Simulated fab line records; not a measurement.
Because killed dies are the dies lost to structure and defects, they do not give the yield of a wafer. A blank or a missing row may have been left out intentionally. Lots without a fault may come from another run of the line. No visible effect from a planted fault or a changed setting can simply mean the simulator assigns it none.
Which tool was responsible? :: flow rit cmos :: Sampling: 7 lots, 21 wafers, 2 of 202 route steps

WHAT THE GAUGES SHOWED, per wafer
RIT_PWELL_TW_MEAS_10.
lot: L504
measured: day 2 05:22
on: film metro-02
PWELL_TW: 946 946 951

lot: L506
measured: day 2 13:29
on: film metro-01
PWELL_TW: 771 771 771 773 771 774

lot: L508
measured: day 2 23:41
on: film metro-01
PWELL_TW: 963 961 961

lot: L515
measured: day 4 11:31
on: film metro-02
PWELL_TW: 940 943 941

lot: L518
measured: day 5 03:15
on: film metro-01
PWELL_TW: 963 964 967

lot: L524
measured: day 6 10:01
on: film metro-01
PWELL_TW: 968 965 964

lot: L526
measured: day 6 21:59
on: film metro-02
PWELL_TW: 938 934 935

WHICH TOOL RAN EACH LOT (tool, then ch and the chambers of the sampled wafers, then the start)
lot: L504
RIT_PWELL_IMPLANT_08: implanter-04 ch 0, day 2 05:02

lot: L506
RIT_PWELL_IMPLANT_08: implanter-04 ch 0, day 2 13:11

lot: L508
RIT_PWELL_IMPLANT_08: implanter-02 ch 0, day 2 23:23

lot: L515
RIT_PWELL_IMPLANT_08: implanter-03 ch 0, day 4 11:13

lot: L518
RIT_PWELL_IMPLANT_08: implanter-02 ch 0, day 5 02:56

lot: L524
RIT_PWELL_IMPLANT_08: implanter-04 ch 0, day 6 09:43

lot: L526
RIT_PWELL_IMPLANT_08: implanter-03 ch 0, day 6 21:40
- RIT_PWELL_IMPLANT_08

THE ANSWER, worked out from the rows above alone
Rule: the usual values come from the lots themselves. The widest of any qualifying gaps counts: lots, ordered by their means at a reading, are off when they make up no more than a third of the lots, leave a main group of 4 or more, and stand apart from it by 3 or more times the standard deviation of that group's means. Not used: any main group whose means are identical at the precision the tables above print for the reading. A lot without any number at a reading at which 4 lots or more have one is off too. All remaining lots with rows at the step are treated as sound.
Off: at RIT_PWELL_TW_MEAS_10 (PWELL_TW), L506. Mean 953 and standard deviation 12 in the main group.
If a tool, at a process step before that reading, ran all the lots that are off and no sound lot after the first of them, it fits. Gauges at RIT_PWELL_TW_MEAS_10: tried the same way as those tools. None of those tried fits.

WHAT HAD BEEN PUT IN BY THE SIMULATOR
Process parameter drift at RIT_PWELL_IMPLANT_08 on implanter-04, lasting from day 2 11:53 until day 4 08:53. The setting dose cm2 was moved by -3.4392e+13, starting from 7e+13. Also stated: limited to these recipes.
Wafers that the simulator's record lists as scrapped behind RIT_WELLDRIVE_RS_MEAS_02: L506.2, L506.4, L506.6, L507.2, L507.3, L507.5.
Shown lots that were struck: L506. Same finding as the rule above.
